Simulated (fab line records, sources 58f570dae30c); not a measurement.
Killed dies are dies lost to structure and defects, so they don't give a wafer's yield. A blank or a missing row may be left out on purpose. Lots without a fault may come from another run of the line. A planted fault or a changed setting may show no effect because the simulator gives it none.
Chamber matching | flow berkeley_cmos170 | UCB170_V2_CMP_02 on cmp-02: 4 sister chambers
The step polishes SiO2. 4 wafers are shown with their chamber, then 8 later ones without.

WAFERS WITH THEIR CHAMBER
wafer  | chamber | motor_current_A (A)
L661.1 | 0       | 14.9
L662.3 | 2       | 18.3
L662.4 | 1       | 14.9
L667.1 | 3       | 15.2

WAFERS WITHOUT THEIR CHAMBER
wafer  | motor_current_A (A)
L667.4 | 15.8
L667.5 | 15.4
L666.1 | 14.7
L666.2 | 16.0
L666.4 | 14.8
L669.1 | 17.5
L669.4 | 16.0
L669.5 | 14.9

WHICH CHAMBER EACH WENT THROUGH
wafer  | from the rows above          | in truth
L667.4 | can't be placed: 3 or 0 or 1 | 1
L667.5 | can't be placed: 3 or 0 or 1 | 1
L666.1 | can't be placed: 0 or 1 or 3 | 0
L666.2 | can't be placed: 3 or 0 or 1 | 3
L666.4 | can't be placed: 0 or 1 or 3 | 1
L669.1 | 2                            | 2
L669.4 | can't be placed: 3 or 0 or 1 | 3
L669.5 | can't be placed: 0 or 1 or 3 | 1
Placed correctly: 1 of 8. Can't be placed from these rows: 7 (the true chamber is among the candidates in 7). Placed wrongly: 0.
How it was worked out, from the rows above alone: a wafer's distance from a chamber is the root of the sum, over the readings, of the square of ((its reading less the chamber's mean) divided by the reading's scatter). The wafer belongs to the nearest chamber; if the next one is less than 2 further off, it can't be placed. A chamber's mean is the mean of its shown wafers. The scatter: with one shown wafer a chamber, the root of the mean of the squares of how far each hidden wafer lies from its nearest shown one.
